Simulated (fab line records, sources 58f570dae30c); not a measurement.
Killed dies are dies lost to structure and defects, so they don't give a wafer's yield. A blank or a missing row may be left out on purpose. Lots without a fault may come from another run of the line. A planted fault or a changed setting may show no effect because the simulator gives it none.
fab line records | flow berkeley_cmos170
record lots=14 wafers=42 last_day=13
route steps=331 shown PLDD@154
lots that met no fault: from a run of the same line without faults
start_h: hours from the record's first day to the start of the lot's first wafer shown | wait_h: hours since the lot's step before | " the same as in the row above | L1.1+2: a row that stands for several wafers | - no value, or no start given | * or withheld: withheld | < > ~ a bound
route shown NAME@n: a module of which the file shows steps, and the number in the route of the first | usual: mean/standard deviation of fault-free wafers | same: alike in all rows | chamber/n: place in a boat | sites: the reading at each site | _std_site: their standard deviation | _edge_site: outer sites' mean less inner sites' | radius_mm: how far each site lies from the wafer's centre | mask NAME#n: copy n | behind: the tool/chamber that last shaped the wafer | hold: why the lot was held/for how many hours/how that ended | device: the transistor (n, p or np) that didn't switch | end of line: the same wafers' tests at the end of the route | a step without rows: its recipe alone | killed: dies lost to structure and defects at the first sort, not the wafer's yield | map: a wafer's dies, x killed, . not, _ none there
set.NAME: the setting as run; set.NAME@STEP: as run at that earlier step | model.NAME: the simulator's own value behind a step, which no gauge read
steps of the route over a sample of lots; a table a step, a row a wafer
services: from which hour (start_h, from the record's first day; less than 0 if before it) a tool's chamber was out of use, for how many hours, and why
## steps
# step UCB170_PLDD_IMPLANT_09
# recipe species=BF2 dose_cm2=5e+13 energy_kev=10 tilt_deg=7 rotation_deg=180
# usual dose_ions_cm2=5e+13/5.2e+10 faraday_current_uA=152/8.5
# columns lot.wafer tool chamber start_h wait_h dose_ions_cm2 faraday_current_uA
L633.2 implanter-01 0 148.75 0.1 4.994e+13 160
L633.4 " 0 " " 4.989e+13 157
L633.5 " 0 " " 4.997e+13 156
L634.2 implanter-01 0 167.50 0.1 4.997e+13 154
L634.4 " 0 " " 5.002e+13 160
L634.5 " 0 " " 4.995e+13 158
L635.4 implanter-02 0 167.81 0.1 4.997e+13 158
L635.5 " 0 " " 4.995e+13 160
L635.6 " 0 " " 5e+13 156
L636.1 implanter-03 0 168.21 0.1 5.003e+13 137
L636.4 " 0 " " 4.998e+13 146
L636.6 " 0 " " 4.996e+13 144
L639.2 implanter-03 0 200.55 0.1 5.011e+13 138
L639.3 " 0 " " 5.008e+13 142
L639.6 " 0 " " 5.003e+13 143
L641.1 implanter-01 0 201.04 0.1 5.01e+13 157
L641.2 " 0 " " 5.003e+13 164
L641.3 " 0 " " 4.998e+13 157
L645.2 implanter-03 0 223.09 0.1 3.277e+13 101
L645.3 " 0 " " 3.281e+13 103
L645.6 " 0 " " 3.276e+13 104
L646.1 implanter-03 0 236.88 0.1 3.276e+13 105
L646.2 " 0 " " 3.279e+13 103
L646.6 " 0 " " 3.265e+13 104
L647.2 implanter-01 0 237.18 0.1 5.003e+13 160
L647.4 " 0 " " 4.998e+13 162
L647.6 " 0 " " 5e+13 157
L648.4 implanter-01 0 249.90 0.1 5e+13 158
L648.5 " 0 " " 4.988e+13 152
L648.6 " 0 " " 4.995e+13 160
L650.2 implanter-01 0 260.78 0.1 5.001e+13 156
L650.3 " 0 " " 5.006e+13 157
L650.4 " 0 " " 4.996e+13 160
L653.2 implanter-02 0 271.94 0.1 5.004e+13 153
L653.5 " 0 " " 4.999e+13 158
L653.6 " 0 " " 4.995e+13 159
L652.2 implanter-02 0 272.59 0.1 4.998e+13 157
L652.3 " 0 " " 5.002e+13 156
L652.5 " 0 " " 4.999e+13 159
L655.2 implanter-02 0 280.17 0.1 5.004e+13 152
L655.3 " 0 " " 4.994e+13 157
L655.5 " 0 " " 4.994e+13 160
# step UCB170_PLDD_TW_MEAS_11
# usual PLDD_TW=1011/5.3
# columns lot.wafer tool chamber start_h wait_h hold PLDD_TW
L633.2 film_metro-04 - 148.98 0.1 - 1012
L633.4 " - " " - 1006
L633.5 " - " " - 1007
L634.2 film_metro-02 - 167.74 0.1 - 1004
L634.4 " - " " - 1012
L634.5 " - " " - 1007
L635.4 film_metro-04 - 168.02 0.1 - 1007
L635.5 " - " " - 1016
L635.6 " - " " - 1011
L636.1 film_metro-02 - 168.46 0.1 - 1005
L636.4 " - " " - 1003
L636.6 " - " " - 1007
L639.2 film_metro-02 - 200.78 0.1 - 1013
L639.3 " - " " - 1007
L639.6 " - " " - 1015
L641.1 film_metro-04 - 201.29 0.1 - 1021
L641.2 " - " " - 1015
L641.3 " - " " - 1012
L645.2 film_metro-01 - 223.32 0.1 await_dispo/0.2h/release 954
L645.3 " - " " await_dispo/0.2h/release 954
L645.6 " - " " await_dispo/0.2h/release 955
L645.2 film_metro-01 - 223.55 0.2 - 958
L645.3 " - " " - 956
L645.6 " - " " - 951
L646.1 film_metro-01 - 237.13 0.1 await_dispo/0.2h/release 954
L646.2 " - " " await_dispo/0.2h/release 946
L646.6 " - " " await_dispo/0.2h/release 955
L646.1 film_metro-01 - 237.35 0.2 - 951
L646.2 " - " " - 952
L646.6 " - " " - 945
L647.2 film_metro-04 - 237.42 0.1 - 1007
L647.4 " - " " - 1008
L647.6 " - " " - 1008
L648.4 film_metro-01 - 250.10 0.1 - 1018
L648.5 " - " " - 1018
L648.6 " - " " - 1021
L650.2 film_metro-02 - 261.02 0.1 - 1006
L650.3 " - " " - 1000
L650.4 " - " " - 1004
L653.2 film_metro-02 - 272.17 0.1 - 1004
L653.5 " - " " - 1002
L653.6 " - " " - 1008
L652.2 film_metro-04 - 272.83 0.1 - 1010
L652.3 " - " " - 1014
L652.5 " - " " - 1013
L655.2 film_metro-02 - 280.41 0.1 - 1004
L655.3 " - " " - 998
L655.5 " - " " - 1007
# step UCB170_SDANNEAL_RS_MEAS_04
# recipe thk_meas_gauge=four-point-probe
# usual PLDD_RS=1033.3/2.9
# columns lot.wafer tool chamber start_h wait_h hold PLDD_RS[ohm/sq]
L633.2 film_metro-04 - 168.87 0.1 - 1032.0
L633.4 " - " " - 1035.8
L633.5 " - " " - 1035.5
L634.2 film_metro-02 - 186.53 0.1 - 1034.8
L634.4 " - " " - 1035.9
L634.5 " - " " - 1035.0
L635.4 film_metro-01 - 186.89 0.1 - 1035.1
L635.5 " - " " - 1033.4
L635.6 " - " " - 1033.3
L636.1 film_metro-04 - 187.09 0.1 - 1034.4
L636.4 " - " " - 1034.3
L636.6 " - " " - 1034.6
L639.2 film_metro-02 - 215.89 0.1 - 1037.8
L639.3 " - " " - 1036.8
L639.6 " - " " - 1037.3
L641.1 film_metro-04 - 215.98 0.1 - 1030.3
L641.2 " - " " - 1030.3
L641.3 " - " " - 1029.7
L645.2 film_metro-02 - 238.92 0.1 await_dispo/0.2h/release 1196.5
L645.3 " - " " await_dispo/0.2h/release 1195.6
L645.6 " - " " await_dispo/0.2h/release 1194.8
L645.2 film_metro-02 - 239.21 0.3 - 1195.9
L645.3 " - " " - 1195.1
L645.6 " - " " - 1197.0
L646.1 film_metro-01 - 251.80 0.1 await_dispo/0.2h/release 1196.7
L646.2 " - " " await_dispo/0.2h/release 1201.4
L646.6 " - " " await_dispo/0.2h/release 1199.1
L646.1 film_metro-01 - 252.09 0.3 - 1196.4
L646.2 " - " " - 1201.2
L646.6 " - " " - 1200.4
L647.2 film_metro-02 - 251.99 0.1 - 1033.1
L647.4 " - " " - 1034.6
L647.6 " - " " - 1031.9
L648.4 film_metro-02 - 267.27 0.1 - 1030.5
L648.5 " - " " - 1031.9
L648.6 " - " " - 1033.0
L650.2 film_metro-01 - 276.13 0.1 - 1027.4
L650.3 " - " " - 1029.8
L650.4 " - " " - 1027.9
L653.2 film_metro-04 - 287.48 0.1 - 1033.0
L653.5 " - " " - 1031.7
L653.6 " - " " - 1029.8
L652.2 film_metro-02 - 288.24 0.1 - 1036.7
L652.3 " - " " - 1035.7
L652.5 " - " " - 1035.1
L655.2 film_metro-02 - 295.14 0.1 - 1037.6
L655.3 " - " " - 1037.6
L655.5 " - " " - 1036.8
## services
# columns tool chamber start_h hours kind
implanter-01 - 142.29 6.2 repair
implanter-03 - 143.52 4.7 pm
implanter-03 - 148.23 3.1 pm
implanter-01 - 175.51 1.8 repair
implanter-03 - 191.79 6.5 repair
implanter-01 - 255.04 1.4 repair
implanter-01 - 279.82 2.9 repair
## key
first_sign step=UCB170_PLDD_IMPLANT_09 reading=dose_ions_cm2 direction=down sigmas=99+ usual=5e+13 struck=3.276e+13
effect step=UCB170_PLDD_IMPLANT_09 reading=faraday_current_uA direction=down sigmas=5.8 usual=152 struck=103
effect step=UCB170_PLDD_TW_MEAS_11 reading=visit direction=added
effect step=UCB170_PLDD_TW_MEAS_11 reading=PLDD_TW direction=down sigmas=11 usual=1011 struck=953
effect step=UCB170_SDANNEAL_RS_MEAS_04 reading=PLDD_RS direction=up sigmas=57 usual=1033.3 struck=1197.3
met_at UCB170_PLDD_IMPLANT_09
struck_lots L645,L646
scrapped_behind UCB170_SDANNEAL_RS_MEAS_04 L645.2,L645.3,L645.6,L646.1,L646.2,L646.6
onset_between 200.55 223.09
fault kind=process_parameter_drift tool=implanter-03 chamber=- onset_h=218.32 steps=UCB170_PLDD_IMPLANT_09 channel=dose_cm2 offset=-1.7237e+13 shape=step end_h=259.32 acts_in=these_recipes_only stated=5e+13
